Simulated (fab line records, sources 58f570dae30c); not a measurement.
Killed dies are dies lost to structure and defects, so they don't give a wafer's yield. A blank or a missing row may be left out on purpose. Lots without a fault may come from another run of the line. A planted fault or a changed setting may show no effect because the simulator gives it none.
Which tool did it? | flow berkeley_cmos170 | 14 lots, 42 wafers sampled, at 5 steps of a route of 331

WHAT THE GAUGES READ, wafer by wafer
UCB170_START_BOW_MEAS_00. Usual: INCOMING_BOW 0 um, standard deviation 6.5.
lot  | measured    | on            | INCOMING_BOW (um) | flag
L480 | day 1 10:00 | film_metro-03 | -1 -10 2          |
L481 | day 1 15:00 | film_metro-02 | -2 -7 -4          |
L482 | day 1 20:02 | film_metro-03 | -11 -5 5          |
L483 | day 2 01:01 | film_metro-01 | 0 11 11           |
L485 | day 2 11:02 | film_metro-03 | -5 3 10           |
L486 | day 2 16:00 | film_metro-03 | 2 -3 -1           |
L487 | day 2 21:00 | film_metro-03 | 8 5 2             |
L488 | day 3 02:00 | film_metro-02 | -4 5 -8           |
L489 | day 3 07:02 | film_metro-03 | 2 1 6             |
L490 | day 3 12:13 | film_metro-03 | 3 7 -5            |
L491 | day 3 17:01 | film_metro-02 | 4 2 5             |
L492 | day 3 22:01 | film_metro-03 | -18 2 -5          |
L500 | day 5 14:00 | film_metro-02 | 5 3 -13           |
L503 | day 6 05:00 | film_metro-03 | 1 -3 -1           |

UCB170_WELLDRIVE_THK_MEAS_02. Usual: WELLDRIVE_OXIDE_THK 198 nm, standard deviation 3.3.
lot  | measured    | on            | WELLDRIVE_OXIDE_THK (nm) | flag
L480 | day 3 07:15 | film_metro-03 | 194 194 195              |
L481 | day 3 07:15 | film_metro-04 | 198 197 198              |
L482 | day 3 18:16 | film_metro-04 | 199 196 197              |
L483 | day 4 03:44 | film_metro-02 | 203 203 202              |
L485 | day 4 12:26 | film_metro-04 | 199 201 201              |
L486 | day 4 19:38 | film_metro-03 | 202 197 199              |
L487 | day 5 04:32 | film_metro-04 | 198 192 196              |
L488 | day 5 09:02 | film_metro-04 | 199 201 202              |
L489 | day 5 12:33 | film_metro-04 | 197 200 195              |
L490 | day 5 18:47 | film_metro-03 | 201 199 196              |
L491 | day 5 18:47 | film_metro-04 | 196 196 198              |
L492 | day 6 02:32 | film_metro-02 | 196 194 197              |
L500 | day 7 22:35 | film_metro-04 | 199 197 197              |
L503 | day 8 11:33 | film_metro-02 | 196 198 196              |

UCB170_NVT_OVL_MEAS_06. Usual: NVT_OVL 1 nm, standard deviation 5.8.
lot  | measured     | on         | NVT_OVL (nm) | flag
L480 | day 5 07:38  | overlay-01 | -2 -6 -3     |
L481 | day 5 07:26  | overlay-01 | 9 12 5       |
L482 | day 5 21:00  | overlay-01 | -7 -7 2      |
L483 | day 6 05:04  | overlay-01 | 2 4 9        |
L485 | day 6 14:00  | overlay-02 | 2 0 3        |
L486 | day 7 02:57  | overlay-01 | 18 6 2       |
L487 | day 7 11:49  | overlay-01 | -3 0 -7      |
L488 | day 7 11:33  | overlay-02 | 1 -1 -2      |
L489 | day 7 16:04  | overlay-01 | 3 -3 -1      |
L490 | day 7 23:28  | overlay-02 | -1 4 11      |
L491 | day 7 23:48  | overlay-01 | -2 7 11      |
L492 | day 8 06:47  | overlay-01 | 10 11 -8     |
L500 | day 9 22:37  | overlay-02 | 6 1 -8       |
L503 | day 10 18:34 | overlay-01 | -3 -12 -7    |

UCB170_NVT_TW_MEAS_09. Usual: NVT_TW 521, standard deviation 4.4.
lot  | measured     | on            | NVT_TW      | flag
L480 | day 5 07:56  | film_metro-01 | 522 524 524 |
L481 | day 5 07:43  | film_metro-02 | 516 520 517 |
L482 | day 5 21:17  | film_metro-04 | 526 523 524 |
L483 | day 6 05:21  | film_metro-02 | 513 514 516 |
L485 | day 6 14:20  | film_metro-02 | 513 513 513 |
L486 | day 7 03:14  | film_metro-01 | 521 523 525 |
L487 | day 7 12:07  | film_metro-02 | 516 518 514 |
L488 | day 7 11:50  | film_metro-02 | 516 515 516 |
L489 | day 7 16:22  | film_metro-04 | 526 524 528 |
L490 | day 7 23:46  | film_metro-02 | 515 515 515 |
L491 | day 8 00:05  | film_metro-01 | 522 522 525 |
L492 | day 8 07:05  | film_metro-01 | 522 525 522 |
L500 | day 9 22:54  | film_metro-02 | 542 545 542 | OFF
L503 | day 10 18:51 | film_metro-02 | 543 543 544 | OFF

WHICH TOOL RAN EACH LOT (tool, then ch and the chambers of the sampled wafers, then the start)
lot  | UCB170_NVT_IMPLANT_07
L480 | implanter-01 ch 0, day 5 07:41
L481 | implanter-03 ch 0, day 5 07:28
L482 | implanter-03 ch 0, day 5 21:04
L483 | implanter-03 ch 0, day 6 05:07
L485 | implanter-01 ch 0, day 6 14:05
L486 | implanter-01 ch 0, day 7 02:59
L487 | implanter-02 ch 0, day 7 11:52
L488 | implanter-01 ch 0, day 7 11:35
L489 | implanter-02 ch 0, day 7 16:08
L490 | implanter-03 ch 0, day 7 23:33
L491 | implanter-01 ch 0, day 7 23:51
L492 | implanter-02 ch 0, day 8 06:50
L500 | implanter-02 ch 0, day 9 22:39
L503 | implanter-02 ch 0, day 10 18:36
- UCB170_NVT_IMPLANT_07

WHAT THE TOOLS THEMSELVES READ (means of the sampled wafers that have a number; where no wafer has one, the mark that the record gives instead)
UCB170_NVT_IMPLANT_07. Usual: beam_energy_keV 50.002, standard deviation 0.016; beam_on_s 10.01 s, standard deviation 0.19.
lot  | tool         | beam_energy_keV | beam_on_s (s) | flag
L480 | implanter-01 | 50.006          | 10.21         |
L481 | implanter-03 | 49.987          | 10.17         |
L482 | implanter-03 | 49.994          | 9.80          |
L483 | implanter-03 | 50.021          | 10.04         |
L485 | implanter-01 | 49.991          | 10.02         |
L486 | implanter-01 | 50.010          | 9.84          |
L487 | implanter-02 | 49.997          | 10.15         |
L488 | implanter-01 | 50.017          | 9.89          |
L489 | implanter-02 | 49.978          | 10.00         |
L490 | implanter-03 | 50.020          | 9.80          |
L491 | implanter-01 | 50.007          | 10.04         |
L492 | implanter-02 | 49.995          | 9.90          |
L500 | implanter-02 | 61.016          | 10.01         | OFF
L503 | implanter-02 | 60.996          | 9.84          | OFF

THE ANSWER, worked out from the rows above alone
Rule: a lot is off if the mean of its wafers that have a number lies more than 3 standard deviations from the usual mean. A lot without any number at a reading at which 4 lots or more have one is off too. The other lots that the step has rows for count as sound. The gauges are gone through in route order, then the tools' own readings, and for those a lot's mean is taken as printed above. The first step at which some lot is off is used, and at that step the reading that is off furthest; a lot without a number counts as furthest.
Off: L500, L503, at UCB170_NVT_TW_MEAS_09 (NVT_TW).
A tool fits if, at a process step before that reading, it ran every lot that is off, and no sound lot after the first of them. The gauges at UCB170_NVT_TW_MEAS_09 aren't tried: what is off there is off at UCB170_NVT_IMPLANT_07 too, on other tools, and a gauge's error can't cause that. One fits: implanter-02 at UCB170_NVT_IMPLANT_07. Its last sound lot is L492 (day 8 06:50), its first lot that is off L500 (day 9 22:39): a fault that began between those two fits.
The tool's own readings at UCB170_NVT_IMPLANT_07 bear it out: on the lots that are off they differ by more than 5 times the standard deviation of the sound lots' means. beam_energy_keV reads 61.006 there against 50.002 on the sound lots.

WHAT THE SIMULATOR HAD PUT IN
Process parameter drift: implanter-02, from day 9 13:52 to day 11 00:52, at UCB170_NVT_IMPLANT_07. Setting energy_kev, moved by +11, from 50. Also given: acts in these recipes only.
Lots struck among those shown: L500, L503. The rule above found the same.
